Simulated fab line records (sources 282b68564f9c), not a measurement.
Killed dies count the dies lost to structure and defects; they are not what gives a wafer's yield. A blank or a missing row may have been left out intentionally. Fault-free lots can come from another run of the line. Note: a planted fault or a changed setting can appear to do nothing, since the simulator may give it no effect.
Tool commonality check    flow rit_cmos    14 lots, 42 wafers sampled

## WHY IT WAS OPENED
At RIT_ACTIVE_THK_MEAS_04 the reading ACTIVE_NITRIDE_THK is flagged on 2 of 14 lots. No-fault wafers: 149.9 nm, standard deviation 1.4.
Rule: a lot is flagged in two cases, either no wafer of it has a number, or all its wafers with numbers fall more than 4 standard deviations from that mean. The rest of the lots are taken to be sound.

lot   measured     on             ACTIVE_NITRIDE_THK (nm), wafer by wafer  flag
L788  day 1 13:32  film_metro-04  151.3 149.4 150.0                        
L789  day 1 18:32  film_metro-01  150.8 150.2 150.6                        
L790  day 1 23:32  film_metro-03  149.0 149.3 149.5                        
L791  day 2 04:32  film_metro-03  150.6 149.7 149.5                        
L792  day 2 09:32  film_metro-03  150.8 149.3 148.8                        
L793  day 2 14:32  film_metro-03  148.9 149.7 149.4                        
L797  day 3 10:32  film_metro-03  193.0 194.4 194.9                        FLAGGED
L798  day 3 15:32  film_metro-03  194.3 194.7 194.6                        FLAGGED
L802  day 4 11:32  film_metro-01  151.1 151.2 152.6                        
L803  day 4 16:32  film_metro-03  149.1 149.2 149.1                        
L804  day 4 21:32  film_metro-04  151.3 150.6 148.9                        
L807  day 5 12:43  film_metro-03  151.0 151.3 150.8                        
L810  day 6 05:12  film_metro-01  151.4 150.5 149.9                        
L811  day 6 09:14  film_metro-01  152.2 152.3 151.8                        
The mean of the flagged lots' numbers is 194.3 nm, +44.4 nm from the usual (+32 standard deviations).

## TOOL THAT RAN EACH LOT
The record keeps 1 process step preceding the reading, out of 202 steps on the route. Every cell lists first the tool, next ch and the chambers used by the sampled wafers, and last the start.
lot   flag     RIT_ACTIVE_CVD_03
L788           lpcvd-02 ch 1, day 1 12:07
L789           lpcvd-02 ch 1, day 1 17:07
L790           lpcvd-01 ch 1, day 1 22:07
L791           lpcvd-02 ch 0, day 2 03:07
L792           lpcvd-01 ch 0, day 2 08:07
L793           lpcvd-01 ch 1, day 2 13:07
L797  FLAGGED  lpcvd-02 ch 0, day 3 09:07
L798  FLAGGED  lpcvd-02 ch 0, day 3 14:07
L802           lpcvd-01 ch 0, day 4 10:07
L803           lpcvd-01 ch 1, day 4 15:07
L804           lpcvd-01 ch 0, day 4 20:07
L807           lpcvd-01 ch 0, day 5 11:18
L810           lpcvd-01 ch 1, day 6 03:05
L811           lpcvd-01 ch 1, day 6 07:50
These steps, and what they do:
- RIT_ACTIVE_CVD_03: deposits Si3N4 from SiH2Cl2/NH3, target thk 150 nm, time 1500 s.
- RIT_ACTIVE_THK_MEAS_04

## FLAGGED AGAINST TOTAL, ONE TOOL AT A TIME (gauges that did the reading follow at the end)
step                    tool           lots run  flagged  share of the flagged lots  sound lots run after its first flagged lot
RIT_ACTIVE_CVD_03       lpcvd-01       9         0        none                       -
RIT_ACTIVE_CVD_03       lpcvd-02       5         2        all                        0
RIT_ACTIVE_THK_MEAS_04  film_metro-01  4         0        none                       -
RIT_ACTIVE_THK_MEAS_04  film_metro-03  8         2        all                        2 (L803,L807)
RIT_ACTIVE_THK_MEAS_04  film_metro-04  2         0        none                       -

## WHAT THE TABLE PERMITS
In 2 table rows, all flagged lots were run: lpcvd-02 (RIT_ACTIVE_CVD_03), film_metro-03 (RIT_ACTIVE_THK_MEAS_04).
- lpcvd-02 at RIT_ACTIVE_CVD_03: 2 of its 5 lots flagged. Last sound lot L791 at day 2 03:07, first flagged lot L797 at day 3 09:07; a fault beginning in between fits. Its own readings (spike_tc_centre_C, spike_tc_load_C, spike_tc_source_C, susceptor_temp_C) fall more than 4 standard deviations out on all wafers of the flagged lots.
- film_metro-03 at RIT_ACTIVE_THK_MEAS_04: 2 of its 8 lots flagged. Sound lots ran on it after the first flagged one (L803, L807), which a lasting fault on the whole tool wouldn't allow.
What remains is a single tool, lpcvd-02 at RIT_ACTIVE_CVD_03.

## WHAT THE SIMULATOR HAD PUT IN
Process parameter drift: lpcvd-02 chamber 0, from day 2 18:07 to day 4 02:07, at RIT_ACTIVE_CVD_03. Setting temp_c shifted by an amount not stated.
Struck lots among those shown: L797, L798. Same finding as the rule above.
